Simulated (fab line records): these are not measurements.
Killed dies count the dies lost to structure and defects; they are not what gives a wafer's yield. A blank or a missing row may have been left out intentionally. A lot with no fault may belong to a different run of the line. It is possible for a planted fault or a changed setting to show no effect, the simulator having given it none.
fab line records -- flow berkeley-cmos170 -- part 1 of 2: steps 1 to 28 of 40
record lots=5, wafers=15, last-day=12
route steps=331 shown NLDD@160 SPACER@171 PSD@175 NSD@187 BACKSIDE@199
lots untouched by any fault: they come from a run of this same line in which no faults occurred
start-h: hours from the record's opening day to when the first of the lot's shown wafers began -- wait-h: hours from the lot's prior step to this one -- " same as the row above -- L1.1+2: a row that stands for several wafers -- - no value present, or no start provided -- * or withheld: withheld -- < > ~ a bound
route shown NAME@n: a module of which the file shows steps, and the number in the route of the first -- usual: the fault-free wafers' mean and standard deviation -- same: alike in all rows -- chamber/n: place in a boat -- sites: each site's reading -- _std_site: the values' standard deviation -- _edge_site: outer sites' mean less inner sites' -- radius-mm: how far each site lies from the wafer's centre -- mask NAME#n: copy n -- behind: the most recent tool/chamber to have shaped the wafer -- hold: the reason the lot was held/the length of the hold in hours/how it ended -- device: which transistor (n, p or np) failed to switch -- end of line: the route-end tests of the same wafers -- for a step that has no rows: nothing shown but its recipe -- killed: dies lost to structure and defects at the first sort, not the wafer's yield -- map: dies across one wafer; x = killed, . = not, _ = none there
set.NAME: the setting the step ran with; set.NAME@STEP: the setting that earlier step ran with -- model.NAME: the simulator's own value behind a step, which no gauge read
certain route steps with their lots: each step a table, each wafer a row
services: a tool's chamber out of use, with start hour (start-h, from the record's first day; less than 0 if before it), hours out, and reason
## steps
# step UCB170_NLDD_SOFTBAKE_02
# recipe resist=KrF, temp-c=130, time-s=60
# usual exhaust-pa=45.1/0.87
lot.wafer,tool,chamber,start-h,wait-h,exhaust-pa
L079.2,litho-track-01,0,175.48,0.1,44.8
L079.4,litho-track-01,0,175.48,0.1,45.8
L079.6,litho-track-01,0,175.48,0.1,45.2
L087.3,litho-track-02,0,210.35,0.1,46.3
L087.5,litho-track-02,0,210.35,0.1,45.6
L087.6,litho-track-02,0,210.35,0.1,44.7
L090.2,litho-track-02,0,215.24,0.1,46.0
L090.3,litho-track-02,0,215.24,0.1,45.6
L090.6,litho-track-02,0,215.24,0.1,44.7
L094.1,litho-track-02,0,244.98,0.1,44.9
L094.2,litho-track-02,0,244.98,0.1,45.7
L094.5,litho-track-02,0,244.98,0.1,46.0
L096.1,litho-track-02,0,255.45,0.1,44.3
L096.4,litho-track-02,0,255.45,0.1,43.8
L096.6,litho-track-02,0,255.45,0.1,45.3
# step UCB170_NLDD_EXPOSE_03
# recipe mask-id=NSELECT, na=0.5, sigma-outer=0.6, source-shape=conventional, target-cd-nm=1200, dose-mj=30
lot.wafer,tool,chamber,start-h,wait-h,mask
L079.2+4+6,krf-scanner-01,0,175.75,0.2,NSELECT#0
L087.3+5+6,krf-scanner-02,0,210.61,0.2,NSELECT#0
L090.2+3+6,krf-scanner-02,0,215.51,0.2,NSELECT#0
L094.1+2+5,krf-scanner-02,0,245.13,0.1,NSELECT#0
L096.1+4+6,krf-scanner-01,0,255.73,0.2,NSELECT#0
# step UCB170_NLDD_PEB_04
# recipe peb-temp-c=130, peb-time-s=withheld, resist=KrF
# usual exhaust-pa=45.2/0.91
lot.wafer,tool,chamber,start-h,wait-h,exhaust-pa
L079.2,litho-track-04,0,176.31,0.5,44.0
L079.4,litho-track-04,0,176.31,0.5,45.3
L079.6,litho-track-04,0,176.31,0.5,45.4
L087.3,litho-track-04,0,211.21,0.6,46.1
L087.5,litho-track-04,0,211.21,0.6,45.2
L087.6,litho-track-04,0,211.21,0.6,44.8
L090.2,litho-track-01,0,215.63,0.1,44.8
L090.3,litho-track-01,0,215.63,0.1,45.3
L090.6,litho-track-01,0,215.63,0.1,44.5
L094.1,litho-track-01,0,245.69,0.5,45.7
L094.2,litho-track-01,0,245.69,0.5,44.4
L094.5,litho-track-01,0,245.69,0.5,45.5
L096.1,litho-track-02,0,255.85,0.1,44.3
L096.4,litho-track-02,0,255.85,0.1,44.9
L096.6,litho-track-02,0,255.85,0.1,44.2
# step UCB170_NLDD_DEVELOP_05
# recipe developer=TMAH, develop-time-s=45, resist=KrF, dev-temp-c=21
# usual exhaust-pa=44.8/0.87
lot.wafer,tool,chamber,start-h,wait-h,exhaust-pa
L079.2,litho-track-04,0,-,-,44.3
L079.4,litho-track-04,0,-,-,44.7
L079.6,litho-track-04,0,-,-,44.2
L087.3,litho-track-04,0,-,-,44.9
L087.5,litho-track-04,0,-,-,45.0
L087.6,litho-track-04,0,-,-,44.5
L090.2,litho-track-01,0,-,-,43.7
L090.3,litho-track-01,0,-,-,43.2
L090.6,litho-track-01,0,-,-,44.7
L094.1,litho-track-01,0,-,-,44.8
L094.2,litho-track-01,0,-,-,45.5
L094.5,litho-track-01,0,-,-,46.0
L096.1,litho-track-02,0,-,-,46.4
L096.4,litho-track-02,0,-,-,46.0
L096.6,litho-track-02,0,-,-,45.4
# step UCB170_NLDD_CD_MEAS_06
# recipe target-cd-nm=1200
# usual cd-nm=1200.2/1.7
lot.wafer,tool,chamber,start-h,wait-h,cd-nm
L079.2,cd-sem-02,-,176.65,-,1202.0
L079.4,cd-sem-02,-,176.65,-,1200.6
L079.6,cd-sem-02,-,176.65,-,1201.0
L087.3,cd-sem-01,-,211.48,-,1199.4
L087.5,cd-sem-01,-,211.48,-,1198.6
L087.6,cd-sem-01,-,211.48,-,1198.9
L090.2,cd-sem-01,-,215.90,-,1202.2
L090.3,cd-sem-01,-,215.90,-,1201.0
L090.6,cd-sem-01,-,215.90,-,1202.6
L094.1,cd-sem-02,-,245.97,-,1201.8
L094.2,cd-sem-02,-,245.97,-,1202.0
L094.5,cd-sem-02,-,245.97,-,1201.8
L096.1,cd-sem-01,-,256.12,-,1199.3
L096.4,cd-sem-01,-,256.12,-,1200.4
L096.6,cd-sem-01,-,256.12,-,1201.2
# step UCB170_NLDD_OVL_MEAS_07
# usual NLDD_OVL=1/5.1
lot.wafer,tool,chamber,start-h,wait-h,NLDD_OVL[nm]
L079.2,overlay-02,-,176.76,0.1,15
L079.4,overlay-02,-,176.76,0.1,13
L079.6,overlay-02,-,176.76,0.1,14
L087.3,overlay-01,-,211.57,0.1,-9
L087.5,overlay-01,-,211.57,0.1,-9
L087.6,overlay-01,-,211.57,0.1,0
L090.2,overlay-02,-,216.00,0.1,-2
L090.3,overlay-02,-,216.00,0.1,1
L090.6,overlay-02,-,216.00,0.1,0
L094.1,overlay-02,-,246.09,0.1,3
L094.2,overlay-02,-,246.09,0.1,4
L094.5,overlay-02,-,246.09,0.1,6
L096.1,overlay-02,-,256.24,0.1,3
L096.4,overlay-02,-,256.24,0.1,2
L096.6,overlay-02,-,256.24,0.1,9
# step UCB170_NLDD_IMPLANT_08
# recipe species=As, dose-cm2=5e+13, energy-kev=30, tilt-deg=7, rotation-deg=0
lot.wafer,tool,chamber,start-h,wait-h
L079.2+4+6,implanter-01,0,176.81,0.0
L087.3+5+6,implanter-02,0,211.64,0.1
L090.2+3+6,implanter-02,0,216.06,0.0
L094.1+2+5,implanter-01,0,246.13,0.0
L096.1+4+6,implanter-02,0,256.28,0.0
# step UCB170_NLDD_IMPLANT_09
# recipe species=As, dose-cm2=5e+13, energy-kev=30, tilt-deg=7, rotation-deg=180
lot.wafer,tool,chamber,start-h,wait-h
L079.2+4+6,implanter-01,0,176.96,0.1
L087.3+5+6,implanter-02,0,211.79,0.1
L090.2+3+6,implanter-02,0,216.21,0.1
L094.1+2+5,implanter-01,0,246.28,0.1
L096.1+4+6,implanter-02,0,256.43,0.1
# step UCB170_NLDD_STRIP_10
# recipe chemistry=O2, power-w=400, pressure-mtorr=3500, platen-temp-c=withheld, o2-flow-sccm=400, overash-fraction=0.5
# usual drypump-motor-current-A=5.7/0.62, oes-product-au=0.734/0.0046, strip-time-to-endpoint-s=21.58/0.058
lot.wafer,tool,chamber,start-h,wait-h,drypump-motor-current-A,oes-product-au,rf-hours-counter-h,strip-time-to-endpoint-s
L079.2,plasma-asher-02,1,177.09,0.1,5.8,0.730,46,21.53
L079.4,plasma-asher-02,1,177.09,0.1,5.8,0.730,-,21.57
L079.6,plasma-asher-02,0,177.09,0.1,5.1,0.737,-,21.50
L087.3,plasma-asher-04,0,211.93,0.1,6.7,0.735,-,21.56
L087.5,plasma-asher-04,0,211.93,0.1,6.7,0.735,-,21.50
L087.6,plasma-asher-04,1,211.93,0.1,6.0,0.729,-,21.53
L090.2,plasma-asher-02,0,216.33,0.1,5.1,0.727,52,21.58
L090.3,plasma-asher-02,1,216.33,0.1,5.8,0.729,-,21.60
L090.6,plasma-asher-02,1,216.33,0.1,5.8,0.731,-,21.63
L094.1,plasma-asher-02,0,246.43,0.1,5.1,0.731,55,21.66
L094.2,plasma-asher-02,1,246.43,0.1,5.8,0.737,55,21.61
L094.5,plasma-asher-02,0,246.43,0.1,5.1,0.730,-,21.60
L096.1,plasma-asher-01,1,256.58,0.1,5.5,0.742,48,21.62
L096.4,plasma-asher-01,0,256.58,0.1,4.8,0.738,-,21.62
L096.6,plasma-asher-01,1,256.58,0.1,5.5,0.728,-,21.58
# step UCB170_NLDD_TW_MEAS_11
# usual NLDD_TW=2222/13
lot.wafer,tool,chamber,start-h,wait-h,NLDD_TW
L079.2,film-metro-01,-,177.20,0.1,2219
L079.4,film-metro-01,-,177.20,0.1,2229
L079.6,film-metro-01,-,177.20,0.1,2231
L087.3,film-metro-01,-,212.01,0.1,2222
L087.5,film-metro-01,-,212.01,0.1,2228
L087.6,film-metro-01,-,212.01,0.1,2215
L090.2,film-metro-01,-,216.44,0.1,2211
L090.3,film-metro-01,-,216.44,0.1,2223
L090.6,film-metro-01,-,216.44,0.1,2211
L094.1,film-metro-03,-,246.53,0.1,2200
L094.2,film-metro-03,-,246.53,0.1,2191
L094.5,film-metro-03,-,246.53,0.1,2197
L096.1,film-metro-04,-,256.68,0.1,2235
L096.4,film-metro-04,-,256.68,0.1,2237
L096.6,film-metro-04,-,256.68,0.1,2235
# step UCB170_NLDD_CLEAN_12
# recipe chemistry=SPM, temp-c=120, time-s=600
lot.wafer,tool,chamber,start-h,wait-h
L079.2+4+6,wet-bench-02,3,177.31,0.1
L087.3+5+6,wet-bench-01,2,212.14,0.1
L090.2+3+6,wet-bench-01,2,216.49,0.0
L094.1+2+5,wet-bench-04,2,246.61,0.1
L096.1+4+6,wet-bench-04,0,258.99,2.3
# step UCB170_SPACER_CVD_00
# recipe material=SiO2, target-thk-nm=376, temp-c=390, precursor=TEOS/O2, time-s=47, rf-w=550, pressure-mtorr=9000
# usual heater-power-w=277/63
lot.wafer,tool,chamber,start-h,wait-h,heater-power-w
L079.2,pecvd-03,1,177.51,0.0,260
L079.4,pecvd-03,2,177.51,0.0,220
L079.6,pecvd-03,1,177.51,0.0,270
L087.3,pecvd-04,1,212.36,0.0,268
L087.5,pecvd-04,1,212.36,0.0,268
L087.6,pecvd-04,0,212.36,0.0,265
L090.2,pecvd-03,0,216.69,0.0,326
L090.3,pecvd-03,2,216.69,0.0,238
L090.6,pecvd-03,2,216.69,0.0,157
L094.1,pecvd-04,2,246.79,0.0,350
L094.2,pecvd-04,0,246.79,0.0,275
L094.5,pecvd-04,0,246.79,0.0,188
L096.1,pecvd-03,2,259.16,0.0,159
L096.4,pecvd-03,0,259.16,0.0,340
L096.6,pecvd-03,1,259.16,0.0,331
# step UCB170_SPACER_THK_MEAS_01
# recipe reads=SiO2_of_SPACER_CVD_00
# usual SPACER_TEOS_THK=376/4.7
lot.wafer,tool,chamber,start-h,wait-h,SPACER_TEOS_THK[nm]
L079.2,film-metro-02,-,177.57,0.0,369
L079.4,film-metro-02,-,177.57,0.0,376
L079.6,film-metro-02,-,177.57,0.0,378
L087.3,film-metro-03,-,212.44,0.1,380
L087.5,film-metro-03,-,212.44,0.1,381
L087.6,film-metro-03,-,212.44,0.1,385
L090.2,film-metro-02,-,216.74,0.0,371
L090.3,film-metro-02,-,216.74,0.0,372
L090.6,film-metro-02,-,216.74,0.0,380
L094.1,film-metro-02,-,246.83,0.0,371
L094.2,film-metro-02,-,246.83,0.0,380
L094.5,film-metro-02,-,246.83,0.0,379
L096.1,film-metro-02,-,259.20,0.0,371
L096.4,film-metro-02,-,259.20,0.0,376
L096.6,film-metro-02,-,259.20,0.0,375
# step UCB170_SPACER_ANNEAL_02
# recipe temp-c=900, time-s=1800, ambient=N2
lot.wafer,tool,chamber,start-h,wait-h
L079.2+4+6,furnace-02,0,178.58,1.0
L087.3+5+6,furnace-02,0,215.28,2.8
L090.2+3+6,furnace-04,0,223.68,6.9
L094.1+2+5,furnace-02,0,252.26,5.4
L096.1+4+6,furnace-01,0,262.39,3.2
# step UCB170_SPACER_ETCHBACK_03
# recipe stop-on=Si, target=SiO2, chemistry=CHF3/CF4/Ar, CHF3_flow_sccm=50, cf4-flow-sccm=10, Ar_flow_sccm=120, pressure-mtorr=200, rf-w=500, target-depth-a=3760, time-s=100
# usual drypump-motor-current-A=5.5/0.48, oes-product-au=0.903/0.015, throttle-valve-pct=6.43/0.1
lot.wafer,tool,chamber,start-h,wait-h,drypump-motor-current-A,oes-product-au,rf-hours-counter-h,throttle-valve-pct
L079.2,rie-diel-02,0,180.08,0.0,4.8,0.874,112,6.53
L079.4,rie-diel-02,3,180.08,0.0,5.9,0.916,47,6.42
L079.6,rie-diel-02,1,180.08,0.0,5.8,0.908,-,6.50
L087.3,rie-diel-04,0,216.78,0.0,6.2,0.906,18,6.61
L087.5,rie-diel-04,3,216.78,0.0,6.0,0.894,-,6.24
L087.6,rie-diel-04,2,216.78,0.0,5.2,0.932,-,6.48
L090.2,rie-diel-02,1,225.18,0.0,5.9,0.888,1,6.50
L090.3,rie-diel-02,0,225.18,0.0,4.8,0.875,115,6.51
L090.6,rie-diel-02,1,225.18,0.0,5.9,0.907,-,6.52
L094.1,rie-diel-02,1,253.76,0.0,5.9,0.891,3,6.51
L094.2,rie-diel-02,3,253.76,0.0,5.9,0.929,51,6.43
L094.5,rie-diel-02,1,253.76,0.0,5.9,0.902,-,6.51
L096.1,rie-diel-03,1,263.89,0.0,5.1,0.889,16,6.46
L096.4,rie-diel-03,3,263.89,0.0,5.7,0.898,13,6.32
L096.6,rie-diel-03,1,263.89,0.0,5.1,0.897,-,6.44
# step UCB170_PSD_HMDS_00
# recipe prime-time-s=60, prime-temp-c=100
# usual exhaust-pa=45.0/0.88, prime-temp-c=99.99/0.13
# same prime-time-s=60
lot.wafer,tool,chamber,start-h,wait-h,exhaust-pa,prime-temp-c
L079.2,litho-track-03,0,181.11,1.0,44.8,99.99
L079.4,litho-track-03,0,181.11,1.0,44.2,100.09
L079.6,litho-track-03,0,181.11,1.0,44.0,100.27
L087.3,litho-track-02,0,216.93,0.1,44.8,99.91
L087.5,litho-track-02,0,216.93,0.1,45.7,100.03
L087.6,litho-track-02,0,216.93,0.1,44.3,99.66
L090.2,litho-track-02,0,225.27,0.1,44.2,100.11
L090.3,litho-track-02,0,225.27,0.1,44.7,99.94
L090.6,litho-track-02,0,225.27,0.1,45.3,100.07
L094.1,litho-track-02,0,253.92,0.1,45.4,99.98
L094.2,litho-track-02,0,253.92,0.1,44.5,99.94
L094.5,litho-track-02,0,253.92,0.1,45.6,99.92
L096.1,litho-track-01,0,264.56,0.6,44.8,99.95
L096.4,litho-track-01,0,264.56,0.6,44.1,100.00
L096.6,litho-track-01,0,264.56,0.6,44.4,99.82
# step UCB170_PSD_COAT_01
# recipe resist=KrF, spin-rpm=1500, resist-thk-nm=900
# usual exhaust-pa=45.0/0.82
lot.wafer,tool,chamber,start-h,wait-h,exhaust-pa
L079.2,litho-track-03,0,181.26,0.1,45.8
L079.4,litho-track-03,0,181.26,0.1,44.4
L079.6,litho-track-03,0,181.26,0.1,46.0
L087.3,litho-track-02,0,217.08,0.1,44.0
L087.5,litho-track-02,0,217.08,0.1,44.3
L087.6,litho-track-02,0,217.08,0.1,44.5
L090.2,litho-track-02,0,225.42,0.1,45.0
L090.3,litho-track-02,0,225.42,0.1,43.6
L090.6,litho-track-02,0,225.42,0.1,45.6
L094.1,litho-track-02,0,254.07,0.1,45.6
L094.2,litho-track-02,0,254.07,0.1,44.7
L094.5,litho-track-02,0,254.07,0.1,44.2
L096.1,litho-track-01,0,264.71,0.1,45.7
L096.4,litho-track-01,0,264.71,0.1,44.9
L096.6,litho-track-01,0,264.71,0.1,42.9
# step UCB170_PSD_SOFTBAKE_02
# recipe resist=KrF, temp-c=130, time-s=60
# usual exhaust-pa=45.0/0.97
lot.wafer,tool,chamber,start-h,wait-h,exhaust-pa
L079.2,litho-track-03,0,181.41,0.1,44.3
L079.4,litho-track-03,0,181.41,0.1,45.6
L079.6,litho-track-03,0,181.41,0.1,44.0
L087.3,litho-track-02,0,217.23,0.1,45.6
L087.5,litho-track-02,0,217.23,0.1,46.1
L087.6,litho-track-02,0,217.23,0.1,46.1
L090.2,litho-track-02,0,225.57,0.1,44.1
L090.3,litho-track-02,0,225.57,0.1,45.3
L090.6,litho-track-02,0,225.57,0.1,45.3
L094.1,litho-track-02,0,254.22,0.1,43.6
L094.2,litho-track-02,0,254.22,0.1,45.6
L094.5,litho-track-02,0,254.22,0.1,45.0
L096.1,litho-track-01,0,264.86,0.1,44.1
L096.4,litho-track-01,0,264.86,0.1,45.3
L096.6,litho-track-01,0,264.86,0.1,43.0
# step UCB170_PSD_EXPOSE_03
# recipe mask-id=PSELECT_MOD, na=0.5, sigma-outer=0.6, source-shape=conventional, target-cd-nm=1200, dose-mj=30
lot.wafer,tool,chamber,start-h,wait-h,mask
L079.2+4+6,krf-scanner-02,0,181.77,0.3,PSELECT_MOD#0
L087.3+5+6,krf-scanner-01,0,217.50,0.2,PSELECT_MOD#0
L090.2+3+6,krf-scanner-02,0,225.84,0.2,PSELECT_MOD#0
L094.1+2+5,krf-scanner-02,0,254.80,0.6,PSELECT_MOD#0
L096.1+4+6,krf-scanner-01,0,265.25,0.4,PSELECT_MOD#0
# step UCB170_PSD_PEB_04
# recipe peb-temp-c=130, peb-time-s=withheld, resist=KrF
# usual exhaust-pa=45.0/0.85
lot.wafer,tool,chamber,start-h,wait-h,exhaust-pa
L079.2,litho-track-03,0,182.56,0.8,44.2
L079.4,litho-track-03,0,182.56,0.8,44.1
L079.6,litho-track-03,0,182.56,0.8,44.9
L087.3,litho-track-03,0,218.17,0.6,43.9
L087.5,litho-track-03,0,218.17,0.6,43.8
L087.6,litho-track-03,0,218.17,0.6,45.3
L090.2,litho-track-02,0,225.97,0.1,44.7
L090.3,litho-track-02,0,225.97,0.1,45.5
L090.6,litho-track-02,0,225.97,0.1,46.4
L094.1,litho-track-03,0,254.91,0.1,46.1
L094.2,litho-track-03,0,254.91,0.1,46.3
L094.5,litho-track-03,0,254.91,0.1,46.4
L096.1,litho-track-02,0,265.83,0.6,44.5
L096.4,litho-track-02,0,265.83,0.6,43.4
L096.6,litho-track-02,0,265.83,0.6,44.4
# step UCB170_PSD_DEVELOP_05
# recipe developer=TMAH, develop-time-s=45, resist=KrF, dev-temp-c=21
# usual exhaust-pa=45.1/0.87
lot.wafer,tool,chamber,start-h,wait-h,exhaust-pa
L079.2,litho-track-03,0,-,-,46.2
L079.4,litho-track-03,0,-,-,45.2
L079.6,litho-track-03,0,-,-,45.6
L087.3,litho-track-03,0,-,-,44.0
L087.5,litho-track-03,0,-,-,44.8
L087.6,litho-track-03,0,-,-,44.4
L090.2,litho-track-02,0,-,-,45.9
L090.3,litho-track-02,0,-,-,46.1
L090.6,litho-track-02,0,-,-,44.9
L094.1,litho-track-03,0,-,-,44.9
L094.2,litho-track-03,0,-,-,44.8
L094.5,litho-track-03,0,-,-,45.8
L096.1,litho-track-02,0,-,-,44.4
L096.4,litho-track-02,0,-,-,43.7
L096.6,litho-track-02,0,-,-,43.6
# step UCB170_PSD_CD_MEAS_06
# recipe target-cd-nm=1200
# usual cd-nm=1200.1/1.5
lot.wafer,tool,chamber,start-h,wait-h,cd-nm
L079.2,cd-sem-01,-,182.92,-,1201.4
L079.4,cd-sem-01,-,182.92,-,1200.5
L079.6,cd-sem-01,-,182.92,-,1200.3
L087.3,cd-sem-01,-,218.43,-,1198.1
L087.5,cd-sem-01,-,218.43,-,1197.5
L087.6,cd-sem-01,-,218.43,-,1199.0
L090.2,cd-sem-02,-,226.24,-,1200.0
L090.3,cd-sem-02,-,226.24,-,1199.9
L090.6,cd-sem-02,-,226.24,-,1199.9
L094.1,cd-sem-02,-,255.19,-,1197.5
L094.2,cd-sem-02,-,255.19,-,1196.7
L094.5,cd-sem-02,-,255.19,-,1196.9
L096.1,cd-sem-01,-,266.11,-,1198.5
L096.4,cd-sem-01,-,266.11,-,1195.9
L096.6,cd-sem-01,-,266.11,-,1196.7
# step UCB170_PSD_OVL_MEAS_07
# usual PSD_OVL=-1/5.1
lot.wafer,tool,chamber,start-h,wait-h,PSD_OVL[nm]
L079.2,overlay-02,-,183.03,0.1,-4
L079.4,overlay-02,-,183.03,0.1,-5
L079.6,overlay-02,-,183.03,0.1,-6
L087.3,overlay-02,-,218.52,0.1,-7
L087.5,overlay-02,-,218.52,0.1,-2
L087.6,overlay-02,-,218.52,0.1,0
L090.2,overlay-02,-,226.34,0.1,-2
L090.3,overlay-02,-,226.34,0.1,-4
L090.6,overlay-02,-,226.34,0.1,0
L094.1,overlay-02,-,255.31,0.1,7
L094.2,overlay-02,-,255.31,0.1,6
L094.5,overlay-02,-,255.31,0.1,2
L096.1,overlay-01,-,266.23,0.1,0
L096.4,overlay-01,-,266.23,0.1,-1
L096.6,overlay-01,-,266.23,0.1,0
# step UCB170_PSD_IMPLANT_08
# recipe species=B, dose-cm2=3e+15, energy-kev=20, tilt-deg=7
lot.wafer,tool,chamber,start-h,wait-h
L079.2+4+6,implanter-02,0,183.08,0.0
L087.3+5+6,implanter-01,0,218.60,0.1
L090.2+3+6,implanter-01,0,226.40,0.0
L094.1+2+5,implanter-01,0,255.35,0.0
L096.1+4+6,implanter-03,0,266.26,0.0
# step UCB170_PSD_STRIP_09
# recipe chemistry=O2, power-w=400, pressure-mtorr=3500, platen-temp-c=withheld, o2-flow-sccm=400, overash-fraction=0.5
# usual drypump-motor-current-A=5.9/0.58, oes-product-au=0.600/0.0049, strip-time-to-endpoint-s=29.40/0.071
lot.wafer,tool,chamber,start-h,wait-h,drypump-motor-current-A,oes-product-au,rf-hours-counter-h,strip-time-to-endpoint-s
L079.2,plasma-asher-03,1,183.21,0.1,6.0,0.600,47,29.42
L079.4,plasma-asher-03,1,183.21,0.1,6.1,0.595,-,29.37
L079.6,plasma-asher-03,0,183.21,0.1,5.0,0.607,-,29.42
L087.3,plasma-asher-03,0,218.73,0.1,5.0,0.608,-,29.35
L087.5,plasma-asher-03,1,218.73,0.1,6.1,0.601,-,29.37
L087.6,plasma-asher-03,0,218.73,0.1,5.0,0.603,-,29.42
L090.2,plasma-asher-02,0,226.52,0.1,5.1,0.599,53,29.38
L090.3,plasma-asher-02,1,226.52,0.1,5.8,0.596,-,29.43
L090.6,plasma-asher-02,0,226.52,0.1,5.1,0.609,-,29.40
L094.1,plasma-asher-04,0,255.50,0.1,6.6,0.600,17,29.48
L094.2,plasma-asher-04,1,255.50,0.1,6.0,0.605,17,29.49
L094.5,plasma-asher-04,1,255.50,0.1,6.1,0.601,-,29.49
L096.1,plasma-asher-03,0,266.41,0.1,5.0,0.610,56,29.25
L096.4,plasma-asher-03,1,266.41,0.1,6.1,0.598,-,29.39
L096.6,plasma-asher-03,1,266.41,0.1,6.1,0.604,-,29.30
# step UCB170_PSD_TW_MEAS_10
# usual PSD_TW=2339/15
lot.wafer,tool,chamber,start-h,wait-h,PSD_TW
L079.2,film-metro-01,-,183.32,0.1,2338
L079.4,film-metro-01,-,183.32,0.1,2330
L079.6,film-metro-01,-,183.32,0.1,2338
L087.3,film-metro-04,-,218.82,0.1,2341
L087.5,film-metro-04,-,218.82,0.1,2359
L087.6,film-metro-04,-,218.82,0.1,2350
L090.2,film-metro-03,-,226.63,0.1,2318
L090.3,film-metro-03,-,226.63,0.1,2322
L090.6,film-metro-03,-,226.63,0.1,2299
L094.1,film-metro-01,-,255.60,0.1,2319
L094.2,film-metro-01,-,255.60,0.1,2332
L094.5,film-metro-01,-,255.60,0.1,2341
L096.1,film-metro-04,-,266.51,0.1,2342
L096.4,film-metro-04,-,266.51,0.1,2338
L096.6,film-metro-04,-,266.51,0.1,2323
# step UCB170_PSD_CLEAN_11
# recipe chemistry=SPM, temp-c=120, time-s=600
lot.wafer,tool,chamber,start-h,wait-h
L079.2+4+6,wet-bench-02,3,184.09,0.8
L087.3+5+6,wet-bench-04,2,219.58,0.8
L090.2+3+6,wet-bench-04,0,226.68,0.0
L094.1+2+5,wet-bench-03,3,255.66,0.1
L096.1+4+6,wet-bench-04,1,269.29,2.8
# step UCB170_NSD_HMDS_00
# recipe prime-time-s=60, prime-temp-c=100
# usual exhaust-pa=45.1/0.86, prime-temp-c=100.02/0.13
# same prime-time-s=60
lot.wafer,tool,chamber,start-h,wait-h,exhaust-pa,prime-temp-c
L079.2,litho-track-03,0,185.91,1.6,44.7,100.02
L079.4,litho-track-03,0,185.91,1.6,44.7,99.91
L079.6,litho-track-03,0,185.91,1.6,44.9,99.81
L087.3,litho-track-04,0,219.81,0.1,46.3,100.26
L087.5,litho-track-04,0,219.81,0.1,45.1,100.22
L087.6,litho-track-04,0,219.81,0.1,45.2,100.13
L090.2,litho-track-02,0,226.88,0.0,44.7,99.83
L090.3,litho-track-02,0,226.88,0.0,45.1,100.12
L090.6,litho-track-02,0,226.88,0.0,46.6,100.21
L094.1,litho-track-04,0,255.83,0.0,45.0,100.01
L094.2,litho-track-04,0,255.83,0.0,45.1,99.84
L094.5,litho-track-04,0,255.83,0.0,45.5,100.16
L096.1,litho-track-04,0,269.72,0.2,44.1,100.09
L096.4,litho-track-04,0,269.72,0.2,45.1,99.97
L096.6,litho-track-04,0,269.72,0.2,44.9,100.05
